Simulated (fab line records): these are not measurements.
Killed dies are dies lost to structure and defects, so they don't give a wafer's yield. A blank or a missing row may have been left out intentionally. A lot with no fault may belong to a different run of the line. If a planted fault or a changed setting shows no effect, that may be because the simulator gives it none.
fab line records -- flow ritCmos
record: lots: 6, wafers: 18, lastDay: 7
route steps=202 shown NSD@138 PSD@142 SDANNEAL@153 M1@202
lots that met no fault: from a run of the same line without faults
startH: hours from the record's first day to the start of the lot's first wafer shown -- waitH: hours elapsed since this lot's preceding step -- " same as the row above -- L1.1+2: a single row standing in for several wafers -- - no value, or no start was given -- * or withheld: withheld -- < > ~ a bound
route shown NAME@n: a module of which the file shows steps, and the number in the route of the first -- usual: the fault-free wafers' mean and standard deviation -- same: alike in all rows -- chamber/n: place in a boat -- sites: per-site readings -- _std_site: standard deviation of those values -- _edge_site: mean of outer sites minus mean of inner sites -- radiusMm: for every site, how far away it sits from the centre of the wafer -- mask NAME#n: copy n -- behind: tool/chamber where the wafer was last shaped -- hold: the reason the lot was held/the length of the hold in hours/how it ended -- device: transistor that didn't switch, given as n, p or np -- end of line: the same wafers' tests at the end of the route -- for a step that has no rows: nothing shown but its recipe -- killed: dies lost to structure and defects at the first sort, not the wafer's yield -- map: a wafer's dies, x killed, . not, _ none there
set.NAME: setting as actually run; set.NAME@STEP: the setting as run at that earlier step -- model.NAME: the simulator's own value behind a step, which no gauge read
lots seen at some steps along the route; tables by step, rows by wafer
services: from which hour (startH, from the record's first day; less than 0 if before it) a tool's chamber was out of use, for how many hours, and why
== steps ==
step: RIT_NSD_HARDBAKE_07
recipe: resist: NOVOLAK, tempC: 140, timeS: 60
step: RIT_NSD_IMPLANT_08
recipe: species: P, energyKev: 25, doseCm2: 1e+15, tiltDeg: 7
step: RIT_NSD_STRIP_09
recipe: chemistry: O2, timeS: 180, resist: NOVOLAK, platenTempC: withheld, powerW: 500, pressureMtorr: 4000, o2FlowSccm: 4000
usual: drypumpMotorCurrentA: 5.39/0.21
lot.wafer,tool,chamber,startH,waitH,drypumpMotorCurrentA,rfHoursCounterH
L760.1,plasmaAsher-04,1,64.39,0.1,5.12,26
L760.2,plasmaAsher-04,0,64.39,0.1,5.62,26
L760.4,plasmaAsher-04,0,64.39,0.1,5.60,-
L759.4,plasmaAsher-04,1,66.10,0.1,5.11,-
L759.5,plasmaAsher-04,0,66.10,0.1,5.58,-
L759.6,plasmaAsher-04,1,66.10,0.1,5.12,-
L763.1,plasmaAsher-04,1,81.12,0.1,5.16,28
L763.4,plasmaAsher-04,1,81.12,0.1,5.16,-
L763.6,plasmaAsher-04,1,81.12,0.1,5.14,-
L766.2,plasmaAsher-01,0,93.69,0.1,5.53,41
L766.4,plasmaAsher-01,0,93.69,0.1,5.54,-
L766.6,plasmaAsher-01,0,93.69,0.1,5.52,-
L772.1,plasmaAsher-01,1,123.32,0.1,5.14,45
L772.4,plasmaAsher-01,1,123.32,0.1,5.13,-
L772.6,plasmaAsher-01,1,123.32,0.1,5.16,-
L778.1,plasmaAsher-01,1,151.67,0.1,5.16,48
L778.3,plasmaAsher-01,1,151.67,0.1,5.15,-
L778.5,plasmaAsher-01,1,151.67,0.1,5.13,-
step: RIT_NSD_TW_MEAS_10
usual: NSD_TW: 3098/23
lot.wafer,tool,chamber,startH,waitH,NSD_TW
L760.1,filmMetro-01,-,64.56,0.1,3123
L760.2,filmMetro-01,-,64.56,0.1,3116
L760.4,filmMetro-01,-,64.56,0.1,3106
L759.4,filmMetro-03,-,66.25,0.1,3099
L759.5,filmMetro-03,-,66.25,0.1,3100
L759.6,filmMetro-03,-,66.25,0.1,3103
L763.1,filmMetro-01,-,81.29,0.1,3116
L763.4,filmMetro-01,-,81.29,0.1,3126
L763.6,filmMetro-01,-,81.29,0.1,3125
L766.2,filmMetro-03,-,93.88,0.1,3083
L766.4,filmMetro-03,-,93.88,0.1,3082
L766.6,filmMetro-03,-,93.88,0.1,3076
L772.1,filmMetro-04,-,123.49,0.1,3078
L772.4,filmMetro-04,-,123.49,0.1,3072
L772.6,filmMetro-04,-,123.49,0.1,3066
L778.1,filmMetro-03,-,151.84,0.1,3127
L778.3,filmMetro-03,-,151.84,0.1,3116
L778.5,filmMetro-03,-,151.84,0.1,3114
step: RIT_PSD_HMDS_00
recipe: primeTimeS: 60, primeTempC: 140
step: RIT_PSD_COAT_01
recipe: resist: NOVOLAK, spinRpm: 3250, resistThkNm: 1000
step: RIT_PSD_SOFTBAKE_02
recipe: resist: NOVOLAK, tempC: 90, timeS: 60
step: RIT_PSD_EXPOSE_03
recipe: maskId: M10, na: 0.57, targetCdNm: 40900, doseMj: 250
step: RIT_PSD_PEB_04
recipe: resist: NOVOLAK, tempC: withheld, timeS: withheld
step: RIT_PSD_DEVELOP_05
recipe: resist: NOVOLAK, developTimeS: 50, devTempC: 23
step: RIT_PSD_OVL_MEAS_06
usual: PSD_OVL: 0.3/1.2
lot.wafer,tool,chamber,startH,waitH,PSD_OVL[nm]
L760.1,overlay-02,-,65.60,-,-0.1
L760.2,overlay-02,-,65.60,-,-0.5
L760.4,overlay-02,-,65.60,-,-1.5
L759.4,overlay-01,-,67.27,-,1.8
L759.5,overlay-01,-,67.27,-,1.1
L759.6,overlay-01,-,67.27,-,2.1
L763.1,overlay-02,-,82.20,-,0.4
L763.4,overlay-02,-,82.20,-,-2.0
L763.6,overlay-02,-,82.20,-,-0.4
L766.2,overlay-01,-,94.78,-,0.7
L766.4,overlay-01,-,94.78,-,-0.8
L766.6,overlay-01,-,94.78,-,-0.6
L772.1,overlay-01,-,124.40,-,-0.1
L772.4,overlay-01,-,124.40,-,0.3
L772.6,overlay-01,-,124.40,-,0.5
L778.1,overlay-01,-,152.88,-,0.8
L778.3,overlay-01,-,152.88,-,-0.1
L778.5,overlay-01,-,152.88,-,-0.2
step: RIT_PSD_HARDBAKE_07
recipe: resist: NOVOLAK, tempC: 140, timeS: 60
step: RIT_PSD_IMPLANT_08
recipe: species: BF2, energyKev: 27, doseCm2: 5e+15, tiltDeg: 7
usual: doseIonsCm2: 5e+15/5.4e+12, endStationPressureTorr: 1.39e-05/1.1e-06, tiltDeg: 6.999/0.02
lot.wafer,tool,chamber,startH,waitH,doseIonsCm2,endStationPressureTorr,tiltDeg
L760.1,implanter-03,0,65.78,0.1,4.996e+15,1.4e-05,7.011
L760.2,implanter-03,0,65.78,0.1,5.001e+15,1.54e-05,7.008
L760.4,implanter-03,0,65.78,0.1,4.993e+15,1.52e-05,7.027
L759.4,implanter-01,0,67.52,0.1,4.998e+15,1.29e-05,7.003
L759.5,implanter-01,0,67.52,0.1,4.996e+15,1.2e-05,6.993
L759.6,implanter-01,0,67.52,0.1,4.997e+15,1.25e-05,6.996
L763.1,implanter-03,0,82.39,0.1,4.467e+15,1.53e-05,7.005
L763.4,implanter-03,0,82.39,0.1,4.466e+15,1.59e-05,6.980
L763.6,implanter-03,0,82.39,0.1,4.466e+15,1.6e-05,7.022
L766.2,implanter-03,0,94.99,0.1,4.478e+15,1.65e-05,6.980
L766.4,implanter-03,0,94.99,0.1,4.475e+15,1.53e-05,6.999
L766.6,implanter-03,0,94.99,0.1,4.475e+15,1.57e-05,6.975
L772.1,implanter-02,0,124.59,0.1,5.001e+15,1.38e-05,7.018
L772.4,implanter-02,0,124.59,0.1,5.001e+15,1.47e-05,6.996
L772.6,implanter-02,0,124.59,0.1,5.001e+15,1.25e-05,6.987
L778.1,implanter-02,0,153.06,0.1,4.997e+15,1.44e-05,6.968
L778.3,implanter-02,0,153.06,0.1,5e+15,1.38e-05,6.991
L778.5,implanter-02,0,153.06,0.1,5.001e+15,1.4e-05,6.991
step: RIT_PSD_STRIP_09
recipe: chemistry: O2, timeS: 180, resist: NOVOLAK, platenTempC: withheld, powerW: 500, pressureMtorr: 4000, o2FlowSccm: 4000
usual: drypumpMotorCurrentA: 5.8/0.52
lot.wafer,tool,chamber,startH,waitH,drypumpMotorCurrentA,rfHoursCounterH
L760.1,plasmaAsher-01,1,65.93,0.1,5.2,38
L760.2,plasmaAsher-01,0,65.93,0.1,5.5,38
L760.4,plasmaAsher-01,0,65.93,0.1,5.5,-
L759.4,plasmaAsher-03,0,67.65,0.1,5.9,-
L759.5,plasmaAsher-03,1,67.65,0.1,6.7,-
L759.6,plasmaAsher-03,0,67.65,0.1,5.9,-
L763.1,plasmaAsher-03,1,82.54,0.1,6.7,46
L763.4,plasmaAsher-03,0,82.54,0.1,5.9,-
L763.6,plasmaAsher-03,0,82.54,0.1,5.9,-
L766.2,plasmaAsher-02,1,95.11,0.1,5.5,45
L766.4,plasmaAsher-02,0,95.11,0.1,5.6,-
L766.6,plasmaAsher-02,0,95.11,0.1,5.6,-
L772.1,plasmaAsher-02,1,124.74,0.1,5.5,49
L772.4,plasmaAsher-02,1,124.74,0.1,5.5,-
L772.6,plasmaAsher-02,1,124.74,0.1,5.5,-
L778.1,plasmaAsher-02,1,153.21,0.1,5.5,52
L778.3,plasmaAsher-02,1,153.21,0.1,5.5,-
L778.5,plasmaAsher-02,1,153.21,0.1,5.5,-
step: RIT_PSD_TW_MEAS_10
usual: PSD_TW: 3409/24
lot.wafer,tool,chamber,startH,waitH,PSD_TW
L760.1,filmMetro-01,-,66.11,0.1,3415
L760.2,filmMetro-01,-,66.11,0.1,3430
L760.4,filmMetro-01,-,66.11,0.1,3428
L759.4,filmMetro-01,-,67.80,0.1,3425
L759.5,filmMetro-01,-,67.80,0.1,3403
L759.6,filmMetro-01,-,67.80,0.1,3432
L763.1,filmMetro-01,-,82.72,0.1,3384
L763.4,filmMetro-01,-,82.72,0.1,3379
L763.6,filmMetro-01,-,82.72,0.1,3392
L766.2,filmMetro-03,-,95.30,0.1,3339
L766.4,filmMetro-03,-,95.30,0.1,3345
L766.6,filmMetro-03,-,95.30,0.1,3343
L772.1,filmMetro-04,-,124.91,0.1,3375
L772.4,filmMetro-04,-,124.91,0.1,3395
L772.6,filmMetro-04,-,124.91,0.1,3394
L778.1,filmMetro-03,-,153.39,0.1,3423
L778.3,filmMetro-03,-,153.39,0.1,3424
L778.5,filmMetro-03,-,153.39,0.1,3429
step: RIT_SDANNEAL_CLEAN_00
recipe: chemistry: SC1, mix: 3:3:50, timeS: 600, tempC: 75
step: RIT_SDANNEAL_CLEAN_01
recipe: chemistry: dHF, dilution: 50:1, timeS: 30
step: RIT_SDANNEAL_CLEAN_02
recipe: chemistry: SC2, mix: 3:3:50, timeS: 600, tempC: 75, dry: n2Spin
step: RIT_SDANNEAL_RTA_03
recipe: tempC: 1050, timeS: 5, idleTempC: 600, rampUpCPerS: 342, rampDownCPerS: 171, coolToC: 600, ambient: N2
usual: rampUpCPerS: 342.00/0.062, wafer_temp_C_max: 1053.5/1.1
lot.wafer,tool,chamber,startH,waitH,rampUpCPerS,wafer_temp_C_max
L760.1,rtpAnneal-02,0,66.53,0.0,342.05,1054.3
L760.2,rtpAnneal-02,0,66.53,0.0,341.94,1053.6
L760.4,rtpAnneal-02,0,66.53,0.0,342.06,1054.2
L759.4,rtpAnneal-01,0,68.61,0.0,342.07,1053.0
L759.5,rtpAnneal-01,0,68.61,0.0,342.00,1052.2
L759.6,rtpAnneal-01,0,68.61,0.0,341.92,1053.3
L763.1,rtpAnneal-02,0,83.14,0.0,342.00,1052.7
L763.4,rtpAnneal-02,0,83.14,0.0,341.98,1053.2
L763.6,rtpAnneal-02,0,83.14,0.0,341.95,1053.7
L766.2,rtpAnneal-01,0,95.93,0.0,341.97,1054.3
L766.4,rtpAnneal-01,0,95.93,0.0,341.90,1053.3
L766.6,rtpAnneal-01,0,95.93,0.0,342.02,1053.9
L772.1,rtpAnneal-01,0,125.38,0.0,341.99,1052.8
L772.4,rtpAnneal-01,0,125.38,0.0,341.85,1054.7
L772.6,rtpAnneal-01,0,125.38,0.0,341.93,1053.5
L778.1,rtpAnneal-01,0,153.83,0.0,342.04,1053.9
L778.3,rtpAnneal-01,0,153.83,0.0,341.99,1054.9
L778.5,rtpAnneal-01,0,153.83,0.0,342.09,1052.9
step: RIT_SDANNEAL_RS_MEAS_04
recipe: thkMeasGauge: four-point-probe
usual: PSD_RS: 115.9/0.34
lot.wafer,tool,chamber,startH,waitH,PSD_RS[ohm/sq]
L760.1,filmMetro-01,-,66.59,0.0,116.0
L760.2,filmMetro-01,-,66.59,0.0,116.3
L760.4,filmMetro-01,-,66.59,0.0,116.2
L759.4,filmMetro-03,-,68.69,0.1,115.6
L759.5,filmMetro-03,-,68.69,0.1,115.6
L759.6,filmMetro-03,-,68.69,0.1,116.0
L763.1,filmMetro-01,-,83.20,0.0,117.6
L763.4,filmMetro-01,-,83.20,0.0,117.3
L763.6,filmMetro-01,-,83.20,0.0,117.6
L766.2,filmMetro-01,-,96.00,0.1,117.8
L766.4,filmMetro-01,-,96.00,0.1,117.8
L766.6,filmMetro-01,-,96.00,0.1,117.7
L772.1,filmMetro-04,-,125.43,0.0,116.4
L772.4,filmMetro-04,-,125.43,0.0,116.1
L772.6,filmMetro-04,-,125.43,0.0,116.3
L778.1,filmMetro-03,-,153.89,0.0,115.8
L778.3,filmMetro-03,-,153.89,0.0,115.7
L778.5,filmMetro-03,-,153.89,0.0,115.4
step: RIT_SDANNEAL_RS_MEAS_05
recipe: thkMeasGauge: four-point-probe
usual: NSD_RS: 84.57/0.3
lot.wafer,tool,chamber,startH,waitH,NSD_RS[ohm/sq]
L760.1,filmMetro-01,-,66.71,0.1,84.82
L760.2,filmMetro-01,-,66.71,0.1,84.87
L760.4,filmMetro-01,-,66.71,0.1,85.10
L759.4,filmMetro-03,-,68.81,0.1,84.52
L759.5,filmMetro-03,-,68.81,0.1,84.66
L759.6,filmMetro-03,-,68.81,0.1,84.55
L763.1,filmMetro-01,-,83.32,0.1,85.03
L763.4,filmMetro-01,-,83.32,0.1,84.69
L763.6,filmMetro-01,-,83.32,0.1,85.09
L766.2,filmMetro-01,-,96.12,0.1,84.96
L766.4,filmMetro-01,-,96.12,0.1,84.79
L766.6,filmMetro-01,-,96.12,0.1,84.91
L772.1,filmMetro-04,-,125.55,0.1,84.69
L772.4,filmMetro-04,-,125.55,0.1,84.65
L772.6,filmMetro-04,-,125.55,0.1,84.51
L778.1,filmMetro-03,-,154.01,0.1,84.67
L778.3,filmMetro-03,-,154.01,0.1,84.75
L778.5,filmMetro-03,-,154.01,0.1,84.97
step: RIT_M1_PROBE_99
usual: killedAtFrontEnd: 7/3, killedDies: 7/3, killedOpen: 3.6/1.9, killedShort: 3.2/1.8
same: grossDies: 264, killed_at_M0_to_M3: 0, killed_at_M4_up: 0, killedAtBackSide: 0, killedAtContacts: 0, killedAtOther: 0
lot.wafer,tool,chamber,startH,waitH,killedAtFrontEnd,killedDies,killedOpen,killedShort,model.etest.contactPplus.endOhmUm
L760.1,prober-01,-,74.13,0.1,7,7,3,4,43.39
L760.2,prober-01,-,74.18,0.1,3,3,2,1,44.2
L760.4,prober-01,-,74.28,0.2,6,6,3,3,43.09
L759.4,prober-02,-,76.03,0.2,6,6,2,4,46.52
L759.5,prober-02,-,76.08,0.2,10,10,6,4,44.27
L759.6,prober-02,-,76.13,0.2,4,4,2,2,45.76
L763.1,prober-01,-,90.75,0.1,4,4,3,1,46.33
L763.4,prober-01,-,90.90,0.2,6,6,5,1,48.44
L763.6,prober-01,-,91.00,0.2,6,6,3,3,47.6
L766.2,prober-02,-,103.63,0.1,5,5,3,2,44.34
L766.4,prober-02,-,103.73,0.2,8,8,3,5,46.24
L766.6,prober-02,-,103.83,0.2,7,7,5,2,45.02
L772.1,prober-02,-,132.99,0.1,4,4,2,2,42.93
L772.4,prober-02,-,133.14,0.2,2,2,1,1,40.73
L772.6,prober-02,-,133.24,0.2,9,9,5,4,43.09
L778.1,prober-02,-,161.23,0.1,8,8,5,3,42.59
L778.3,prober-02,-,161.33,0.2,2,2,0,2,43.16
L778.5,prober-02,-,161.43,0.2,5,5,2,3,43.45
killed by level:class
L760.1 GATE:geometricParticle:short=2 SILICIDE:geometricParticle:short=2 FOX1:geometricParticle:open=1 REOX:geometricParticle:open=1 SILICIDE:geometricParticle:open=1
L760.2 FOX2:geometricParticle:open=1 REOX:geometricParticle:open=1 REOX:geometricParticle:short=1
L760.4 SPACER:geometricParticle:short=2 SPACER:geometricParticle:open=2 REOX:geometricParticle:open=1 REOX:geometricParticle:short=1
L759.4 FOX1:geometricParticle:short=1 FOX1:geometricParticle:open=1 GATE:geometricParticle:short=1 REOX:geometricParticle:short=1 SPACER:geometricParticle:short=1 SPACER:geometricParticle:open=1
L759.5 FOX1:geometricParticle:open=2 GATE:geometricParticle:open=2 SILICIDE:geometricParticle:short=2 GATE:geometricParticle:short=1 REOX:geometricParticle:open=1 REOX:geometricParticle:short=1 SILICIDE:geometricParticle:open=1
L759.6 GATE:geometricParticle:open=2 FOX1:geometricParticle:short=1 REOX:geometricParticle:short=1
L763.1 GATE:geometricParticle:open=3 FOX2:geometricParticle:short=1
L763.4 GATE:geometricParticle:open=2 FOX1:geometricParticle:open=1 FOX2:geometricParticle:open=1 GATE:geometricParticle:short=1 SILICIDE:geometricParticle:open=1
L763.6 FOX1:geometricParticle:short=3 GATE:geometricParticle:open=2 FOX1:geometricParticle:open=1
L766.2 GATE:geometricParticle:short=2 FOX2:geometricParticle:open=1 GATE:geometricParticle:open=1 SPACER:geometricParticle:open=1
L766.4 REOX:geometricParticle:short=2 GATE:geometricParticle:open=1 GATE:geometricParticle:short=1 REOX:geometricParticle:open=1 SPACER:geometricParticle:open=1 SPACER:geometricParticle:short=1 SILICIDE:geometricParticle:short=1
L766.6 SPACER:geometricParticle:open=3 GATE:geometricParticle:open=2 GATE:geometricParticle:short=1 REOX:geometricParticle:short=1
L772.1 GATE:geometricParticle:open=2 GATE:geometricParticle:short=1 SPACER:geometricParticle:short=1
L772.4 FOX1:geometricParticle:open=1 SPACER:geometricParticle:short=1
L772.6 FOX1:geometricParticle:open=3 GATE:geometricParticle:open=2 GATE:geometricParticle:short=2 FOX1:geometricParticle:short=1 SPACER:geometricParticle:short=1
L778.1 SILICIDE:geometricParticle:open=3 GATE:geometricParticle:open=2 REOX:geometricParticle:short=2 SILICIDE:geometricParticle:short=1
L778.3 FOX1:geometricParticle:short=1 GATE:geometricParticle:short=1
L778.5 FOX2:geometricParticle:short=1 GATE:geometricParticle:short=1 GATE:geometricParticle:open=1 SPACER:geometricParticle:short=1 SILICIDE:geometricParticle:open=1
== services ==
tool,chamber,startH,hours,kind
implanter-01,-,49.99,3.0,repair
implanter-02,-,51.63,2.8,repair
plasmaAsher-04,-,73.26,1.3,repair
plasmaAsher-03,-,108.75,9.0,pm
plasmaAsher-03,0,108.75,9.0,ventCycle
plasmaAsher-03,1,108.75,9.0,ventCycle
plasmaAsher-03,0,117.75,-,clean
plasmaAsher-03,1,117.75,-,clean
plasmaAsher-04,-,131.30,3.8,repair
== key ==
firstSign: step: RIT_PSD_IMPLANT_08, reading: doseIonsCm2, direction: down, sigmas: 98, usual: 5e+15, struck: 4.471e+15
effect: step: RIT_PSD_TW_MEAS_10, reading: PSD_TW, direction: down, sigmas: 1.9, usual: 3409, struck: 3364
effect: step: RIT_SDANNEAL_RS_MEAS_04, reading: PSD_RS, direction: up, sigmas: 5.2, usual: 115.9, struck: 117.6
modelEffect: step: RIT_M1_PROBE_99, value: etest.contactPplus.endOhmUm, without: 44.11, struck: 46.33
metAt RIT_PSD_IMPLANT_08
struckWafers L763.1,L763.4,L763.6,L766.2,L766.4,L766.6
testerLeftOut L763,L766
onsetBetween 65.78 82.39
fault: kind: processParameterDrift, tool: implanter-03, chamber: -, onsetH: 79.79, steps: RIT_PSD_IMPLANT_08, channel: doseCm2, offset: -5.3057e+14, shape: step, endH: 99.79, actsIn: theseRecipesOnly, stated: 5e+15
testerLeftOut: of these lots the tester's yield and bins aren't shown, on N5 and GAA mostly nor the transistor test; their killed dies are dies lost to structure and defects alone, not to doping, threshold or leakage, so they don't give the yield
